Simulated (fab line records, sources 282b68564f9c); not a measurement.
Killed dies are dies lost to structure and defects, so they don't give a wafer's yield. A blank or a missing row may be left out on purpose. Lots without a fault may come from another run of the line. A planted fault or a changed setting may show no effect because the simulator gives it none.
Which tool did it? | flow rit_cmos | 14 lots, 42 wafers sampled, at 5 steps of a route of 202

WHAT THE GAUGES READ, wafer by wafer
RIT_ACTIVE_CD_MEAS_11: target cd 1400 nm.
lot  | measured    | on        | cd_nm (nm)
L206 | day 1 18:07 | cd_sem-02 | 1394.2 1395.7 1395.3
L207 | day 1 23:42 | cd_sem-02 | 1397.6 1397.1 1398.9
L208 | day 2 05:56 | cd_sem-01 | 1400.4 1399.9 1401.0
L211 | day 2 18:59 | cd_sem-01 | 1402.1 1400.5 1400.9
L213 | day 3 03:17 | cd_sem-02 | 1397.4 1397.8 1397.4
L212 | day 3 03:23 | cd_sem-01 | 1395.2 1394.9 1396.7
L217 | day 3 22:46 | cd_sem-01 | 1399.2 1399.8 1398.0
L218 | day 4 04:03 | cd_sem-02 | 1398.9 1399.4 1401.1
L220 | day 4 13:25 | cd_sem-02 | 1401.3 1403.9 1401.7
L221 | day 4 18:19 | cd_sem-02 | 1401.0 1401.8 1401.5
L225 | day 5 14:48 | cd_sem-01 | 1398.7 1397.5 1396.1
L226 | day 5 19:19 | cd_sem-01 | 1394.4 1397.8 1395.0
L227 | day 6 00:01 | cd_sem-01 | 1396.2 1397.3 1396.8
L229 | day 6 12:20 | cd_sem-01 | 1398.5 1397.6 1396.9

RIT_WELLDRIVE_RS_MEAS_02: measures by four-point-probe.
lot  | measured    | on            | PWELL_RS (ohm/sq)
L206 | day 2 19:50 | film_metro-01 | 428.9 430.5 429.2
L207 | day 3 02:12 | film_metro-04 | 429.2 430.3 430.0
L208 | day 3 07:33 | film_metro-01 | 428.2 430.6 430.1
L211 | day 3 15:32 | film_metro-01 | 429.3 429.1 429.6
L213 | day 3 19:02 | film_metro-04 | 429.0 429.4 428.4
L212 | day 3 19:01 | film_metro-03 | 429.8 430.5 429.8
L217 | day 4 17:10 | film_metro-01 | 428.2 429.4 428.4
L218 | day 4 21:25 | film_metro-01 | 429.5 431.1 432.1
L220 | day 5 05:32 | film_metro-01 | 428.4 428.0 427.6
L221 | day 5 10:35 | film_metro-01 | 431.3 429.7 428.6
L225 | day 6 09:29 | film_metro-03 | 429.3 427.8 428.7
L226 | day 6 09:31 | film_metro-04 | 431.2 432.3 432.8
L227 | day 6 21:32 | film_metro-01 | 429.7 427.9 428.6
L229 | day 7 03:37 | film_metro-04 | 430.3 428.5 428.8

RIT_GATE_THK_MEAS_07.
lot  | measured    | on            | GATE_OXIDE_THK (nm)
L206 | day 3 04:01 | film_metro-01 | 3.03 3.06 2.95
L207 | day 3 10:20 | film_metro-03 | 3.07 3.00 3.00
L208 | day 3 16:33 | film_metro-01 | 3.06 2.99 3.04
L211 | day 3 21:02 | film_metro-02 | 3.02 2.97 3.05
L213 | day 4 05:25 | film_metro-03 | 3.07 3.03 3.05
L212 | day 4 05:24 | film_metro-02 | 2.96 3.05 3.09
L217 | day 4 22:51 | film_metro-01 | 3.06 3.01 3.05
L218 | day 5 04:11 | film_metro-01 | 2.89 3.03 2.95
L220 | day 5 14:52 | film_metro-02 | 4.98 4.98 4.95
L221 | day 5 18:20 | film_metro-01 | 4.94 4.90 4.95
L225 | day 6 15:05 | film_metro-02 | 2.96 2.99 2.94
L226 | day 6 15:20 | film_metro-01 | 3.02 3.09 3.02
L227 | day 7 05:37 | film_metro-02 | 3.16 3.09 3.13
L229 | day 7 09:23 | film_metro-03 | 3.11 3.07 3.08

WHICH TOOL RAN EACH LOT (tool, then ch and the chambers of the sampled wafers, then the start)
lot  | RIT_ACTIVE_STRIP_14                 | RIT_GATE_OXIDATION_05
L206 | plasma_asher-04 ch 0,1, day 1 18:32 | furnace-01 ch 0, day 3 01:22
L207 | plasma_asher-03 ch 0,1, day 2 00:07 | furnace-01 ch 0, day 3 06:33
L208 | plasma_asher-02 ch 0,1, day 2 06:20 | furnace-01 ch 0, day 3 12:43
L211 | plasma_asher-04 ch 0,1, day 2 19:23 | furnace-03 ch 0, day 3 19:43
L213 | plasma_asher-03 ch 0,1, day 3 03:43 | furnace-03 ch 0, day 4 01:31
L212 | plasma_asher-02 ch 0,1, day 3 03:49 | furnace-03 ch 0, day 4 01:31
L217 | plasma_asher-03 ch 0,1, day 3 23:12 | furnace-04 ch 0, day 4 21:29
L218 | plasma_asher-02 ch 0,1, day 4 04:26 | furnace-01 ch 0, day 5 02:05
L220 | plasma_asher-04 ch 0,1, day 4 13:56 | furnace-03 ch 0, day 5 12:23
L221 | plasma_asher-03 ch 0,1, day 4 18:43 | furnace-03 ch 0, day 5 16:01
L225 | plasma_asher-02 ch 0,1, day 5 15:11 | furnace-04 ch 0, day 6 13:44
L226 | plasma_asher-04 ch 0,1, day 5 19:45 | furnace-01 ch 0, day 6 13:57
L227 | plasma_asher-02 ch 0, day 6 00:27   | furnace-01 ch 0, day 7 03:21
L229 | plasma_asher-04 ch 0,1, day 6 12:44 | furnace-01 ch 0, day 7 07:34
- RIT_ACTIVE_STRIP_14: strips in O2, time 180 s.
- RIT_GATE_OXIDATION_05: target thk 3 nm, ox time 270 s.

WHAT THE TOOLS THEMSELVES READ (means of the sampled wafers that have a number; where no wafer has one, the mark that the record gives instead)
RIT_ACTIVE_STRIP_14.
lot  | tool            | drypump_motor_current_A (A)
L206 | plasma_asher-04 | 6.6
L207 | plasma_asher-03 | 5.6
L208 | plasma_asher-02 | 5.7
L211 | plasma_asher-04 | 6.6
L213 | plasma_asher-03 | 5.8
L212 | plasma_asher-02 | 5.7
L217 | plasma_asher-03 | 5.6
L218 | plasma_asher-02 | 5.7
L220 | plasma_asher-04 | 6.5
L221 | plasma_asher-03 | 5.8
L225 | plasma_asher-02 | 5.7
L226 | plasma_asher-04 | 6.5
L227 | plasma_asher-02 | 5.8
L229 | plasma_asher-04 | 6.5

RIT_GATE_OXIDATION_05.
lot  | tool       | spike_tc_load_C (C)
L206 | furnace-01 | 927.6
L207 | furnace-01 | 927.1
L208 | furnace-01 | 927.5
L211 | furnace-03 | 929.5
L213 | furnace-03 | 929.2
L212 | furnace-03 | 928.7
L217 | furnace-04 | 931.2
L218 | furnace-01 | 926.9
L220 | furnace-03 | 928.2
L221 | furnace-03 | 929.4
L225 | furnace-04 | 930.9
L226 | furnace-01 | 926.7
L227 | furnace-01 | 927.7
L229 | furnace-01 | 927.1

THE ANSWER, worked out from the rows above alone
Rule: what is usual is taken from the lots themselves. Put in order of their means at a reading, lots are off if they are a third of the lots or fewer, leave a main group of 4 or more, and stand apart from it by a gap of 3 or more times the standard deviation of the main group's means; of several such gaps the widest counts. A main group whose means are all the same, to the digits that the tables above print for the reading, isn't used. A lot without any number at a reading at which 4 lots or more have one is off too. The other lots that the step has rows for count as sound. The gauges are gone through in route order, then the tools' own readings, and for those a lot's mean is taken as printed above. The first step at which some lot is off is used, and at that step the reading that is off furthest; a lot without a number counts as furthest.
Off: L220, L221, at RIT_GATE_THK_MEAS_07 (GATE_OXIDE_THK). The main group: mean 3.03 nm, standard deviation 0.044.
A tool fits if, at a process step before that reading, it ran every lot that is off, and no sound lot after the first of them. The gauges at RIT_GATE_THK_MEAS_07 are tried like those tools. One fits: furnace-03 at RIT_GATE_OXIDATION_05. Its last sound lot is L212 (day 4 01:31), its first lot that is off L220 (day 5 12:23): a fault that began between those two fits.

WHAT THE SIMULATOR HAD PUT IN
Process parameter drift: furnace-03, from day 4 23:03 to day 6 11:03, at RIT_GATE_OXIDATION_05. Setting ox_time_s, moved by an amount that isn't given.
Lots struck among those shown: L220, L221. The rule above found the same.
